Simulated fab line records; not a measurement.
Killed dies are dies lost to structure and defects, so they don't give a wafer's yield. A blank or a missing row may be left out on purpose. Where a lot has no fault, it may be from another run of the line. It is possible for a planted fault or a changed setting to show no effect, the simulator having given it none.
Which tool did it? + flow berkeley cmos170 + 16 lots with 48 wafers sampled at 5 steps, on a route of 331 steps

WHAT EACH GAUGE READ, for each wafer
UCB170_NWELL_OVL_MEAS_12.
| lot  | measured    | on         | NWELL_OVL (nm) |
|------|-------------|------------|----------------|
| L507 | day 2 09:51 | overlay-02 | -1 -6 5        |
| L508 | day 2 15:42 | overlay-02 | -5 1 -1        |
| L509 | day 2 18:59 | overlay-01 | -11 -5 -5      |
| L510 | day 3 03:18 | overlay-01 | -7 -7 -5       |
| L512 | day 3 18:17 | overlay-02 | -1 -1 -5       |
| L514 | day 4 01:47 | overlay-01 | -2 -7 -6       |
| L515 | day 4 16:48 | overlay-01 | 1 5 -2         |
| L516 | day 4 17:02 | overlay-01 | 1 5 -2         |
| L517 | day 5 00:10 | overlay-01 | -1 1 2         |
| L518 | day 5 00:17 | overlay-02 | -4 -3 -7       |
| L519 | day 5 04:08 | overlay-01 | -6 -6 0        |
| L522 | day 5 13:31 | overlay-01 | 3 1 4          |
| L527 | day 6 08:11 | overlay-01 | 1 -7 -4        |
| L526 | day 6 08:22 | overlay-02 | 1 -11 -5       |
| L529 | day 6 21:47 | overlay-02 | 4 9 6          |
| L530 | day 6 22:55 | overlay-02 | 6 3 10         |

UCB170_WELLDRIVE_THK_MEAS_02.
| lot  | measured    | on            | WELLDRIVE_OXIDE_THK (nm) |
|------|-------------|---------------|--------------------------|
| L507 | day 3 22:04 | film metro-03 | 203 201 203              |
| L508 | day 3 22:07 | film metro-03 | 198 199 197              |
| L509 | day 3 22:04 | film metro-04 | 198 199 198              |
| L510 | day 4 14:58 | film metro-03 | 213 207 211              |
| L512 | day 5 01:16 | film metro-04 | 195 189 191              |
| L514 | day 5 07:46 | film metro-03 | 201 201 203              |
| L515 | day 6 01:55 | film metro-02 | 201 203 201              |
| L516 | day 6 09:28 | film metro-02 | 168 173 171              |
| L517 | day 6 09:28 | film metro-04 | 178 178 181              |
| L518 | day 6 09:32 | film metro-03 | 180 179 178              |
| L519 | day 6 09:28 | film metro-03 | 177 173 175              |
| L522 | day 6 17:59 | film metro-04 | 203 207 206              |
| L527 | day 7 11:07 | film metro-03 | 199 198 199              |
| L526 | day 7 11:07 | film metro-04 | 202 199 202              |
| L529 | day 7 23:08 | film metro-04 | 193 192 192              |
| L530 | day 7 23:08 | film metro-03 | 192 193 194              |

UCB170_GATE_THK_MEAS_02.
| lot  | measured     | on            | GATE_OXIDE_THK (nm) |
|------|--------------|---------------|---------------------|
| L507 | day 6 11:00  | film metro-04 | 6.70 6.75 6.64      |
| L508 | day 6 10:58  | film metro-03 | 6.55 6.64 6.69      |
| L509 | day 6 11:02  | film metro-03 | 6.65 6.73 6.65      |
| L510 | day 6 19:46  | film metro-04 | 6.62 6.70 6.65      |
| L512 | day 7 08:03  | film metro-03 | 6.61 6.69 6.71      |
| L514 | day 7 08:00  | film metro-03 | 6.39 6.53 6.47      |
| L515 | day 8 01:33  | film metro-04 | 6.64 6.69 6.67      |
| L516 | day 8 09:08  | film metro-03 | 6.67 6.57 6.60      |
| L517 | day 8 09:17  | film metro-04 | 6.46 6.52 6.47      |
| L518 | day 8 09:16  | film metro-03 | 6.60 6.50 6.71      |
| L519 | day 8 09:12  | film metro-03 | 6.66 6.56 6.67      |
| L522 | day 8 21:22  | film metro-04 | 6.66 6.48 6.47      |
| L527 | day 9 20:32  | film metro-03 | 6.56 6.72 6.66      |
| L526 | day 9 18:57  | film metro-02 | 6.91 6.67 6.66      |
| L529 | day 10 02:12 | film metro-03 | 6.57 6.62 6.59      |
| L530 | day 10 02:13 | film metro-02 | 6.41 6.42 6.48      |

UCB170_GATE_THK_MEAS_05.
| lot  | measured     | on            | GATE_POLY_THK (nm) |
|------|--------------|---------------|--------------------|
| L507 | day 6 16:29  | film metro-04 | 208.8 207.6 207.6  |
| L508 | day 6 16:31  | film metro-03 | 207.5 208.1 207.6  |
| L509 | day 6 16:32  | film metro-04 | 210.4 209.8 209.0  |
| L510 | day 7 01:20  | film metro-02 | 204.4 204.1 205.6  |
| L512 | day 7 13:01  | film metro-04 | 208.2 204.7 204.8  |
| L514 | day 7 13:01  | film metro-03 | 210.8 213.0 211.4  |
| L515 | day 8 06:01  | film metro-02 | 206.8 206.8 207.7  |
| L516 | day 8 14:32  | film metro-02 | 208.5 210.1 207.4  |
| L517 | day 8 14:32  | film metro-04 | 210.5 210.3 209.8  |
| L518 | day 8 14:37  | film metro-02 | 206.0 206.4 204.1  |
| L519 | day 8 14:32  | film metro-03 | 209.1 210.1 209.9  |
| L522 | day 9 03:19  | film metro-03 | 206.6 208.4 207.6  |
| L527 | day 10 00:15 | film metro-02 | 210.5 211.9 210.6  |
| L526 | day 10 00:15 | film metro-04 | 210.4 210.9 209.0  |
| L529 | day 10 08:08 | film metro-02 | 206.7 206.8 208.3  |
| L530 | day 10 08:08 | film metro-04 | 208.2 206.4 204.7  |

TOOL THAT RAN EACH LOT (tool first, then ch and the chambers of the sampled wafers, then the start)
| lot  | UCB170_WELLDRIVE_OXIDATION_01 |
|------|-------------------------------|
| L507 | furnace-03 ch 0, day 3 18:34  |
| L508 | furnace-03 ch 0, day 3 18:34  |
| L509 | furnace-03 ch 0, day 3 18:34  |
| L510 | furnace-02 ch 0, day 4 11:28  |
| L512 | furnace-02 ch 0, day 4 21:45  |
| L514 | furnace-02 ch 0, day 5 04:15  |
| L515 | furnace-02 ch 0, day 5 22:25  |
| L516 | furnace-02 ch 0, day 6 05:58  |
| L517 | furnace-02 ch 0, day 6 05:58  |
| L518 | furnace-02 ch 0, day 6 05:58  |
| L519 | furnace-02 ch 0, day 6 05:58  |
| L522 | furnace-03 ch 0, day 6 14:27  |
| L527 | furnace-04 ch 0, day 7 07:37  |
| L526 | furnace-04 ch 0, day 7 07:37  |
| L529 | furnace-04 ch 0, day 7 19:38  |
| L530 | furnace-04 ch 0, day 7 19:38  |
- UCB170_WELLDRIVE_OXIDATION_01: target thk 199 nm, ox time 9000 s.

AS READ BY THE TOOLS THEMSELVES (means over the sampled wafers that have a number; for cases with no such wafer, the mark the record gives instead)
UCB170_WELLDRIVE_OXIDATION_01.
| lot  | tool       | spike tc centre C (C) | spike tc load C (C) | spike tc source C (C) | tube_center_temp_C_max |
|------|------------|-----------------------|---------------------|-----------------------|------------------------|
| L507 | furnace-03 | 1103.2                | 1126.8              | 1130                  | 1103.0                 |
| L508 | furnace-03 | 1103.1                | 1127.8              | 1130                  | 1103.1                 |
| L509 | furnace-03 | 1103.3                | 1127.3              | 1130                  | 1102.7                 |
| L510 | furnace-02 | 1101.8                | 1127.7              | 1123                  | 1102.4                 |
| L512 | furnace-02 | 1101.9                | 1128.6              | 1122                  | 1102.9                 |
| L514 | furnace-02 | 1102.5                | 1128.6              | 1123                  | 1102.8                 |
| L515 | furnace-02 | 1100.7                | 1129.5              | 1123                  | 1102.6                 |
| L516 | furnace-02 | 1086.4                | 1112.2              | 1107                  | 1102.9                 |
| L517 | furnace-02 | 1086.3                | 1112.5              | 1107                  | 1103.3                 |
| L518 | furnace-02 | 1086.4                | 1113.9              | 1106                  | 1102.9                 |
| L519 | furnace-02 | 1085.6                | 1113.4              | 1106                  | 1102.9                 |
| L522 | furnace-03 | 1103.4                | 1127.2              | 1129                  | 1102.9                 |
| L527 | furnace-04 | 1100.8                | 1130.2              | 1133                  | 1102.5                 |
| L526 | furnace-04 | 1099.8                | 1129.7              | 1133                  | 1102.7                 |
| L529 | furnace-04 | 1099.9                | 1129.9              | 1132                  | 1102.9                 |
| L530 | furnace-04 | 1099.6                | 1129.5              | 1132                  | 1102.9                 |

THE ANSWER, worked out from the rows above alone
Rule: usual is defined by the lots themselves. Put in order of their means at a reading, lots are off if they are a third of the lots or fewer, leave a main group of 4 or more, and stand apart from it by a gap of 3 or more times the standard deviation of the main group's means; of several such gaps the widest counts. The tables above print the reading to a certain number of digits; a main group whose means all agree to those digits is not used. Also off: a lot with no number at a reading for which 4 or more lots have one. Where the step has rows for the other lots, those lots are counted as sound. After the gauges, taken in route order, come the tools' own readings; for these a lot's mean is taken, as printed above. The first step at which some lot is off is used, and at that step the reading that is off furthest; a lot without a number counts as furthest.
Off: L516, L517, L518, L519, at UCB170_WELLDRIVE_OXIDATION_01 (spike tc load C). The main group has a mean of 1128.6 C with a standard deviation of 1.1.
A tool fits if, at that step or a process step before it, it ran every lot that is off, and no sound lot after the first of them. One fits: UCB170_WELLDRIVE_OXIDATION_01 on furnace-02. Its last sound lot is L515 (day 5 22:25), its first lot that is off L516 (day 6 05:58): a fault that began between those two fits.
The tool's own readings at UCB170_WELLDRIVE_OXIDATION_01 bear it out: on the lots that are off they differ by more than 5 times the standard deviation of the sound lots' means. spike tc centre C reads 1086.2 C there against 1101.7 C on the sound lots; spike tc load C reads 1113.0 C there against 1128.6 C on the sound lots; spike tc source C reads 1106 C there against 1128 C on the sound lots.

WHAT THE SIMULATOR PUT IN
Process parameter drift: furnace-02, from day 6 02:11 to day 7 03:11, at UCB170_WELLDRIVE_OXIDATION_01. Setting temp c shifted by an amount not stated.
Struck lots among those shown: L516, L517, L518, L519. Same finding as the rule above.
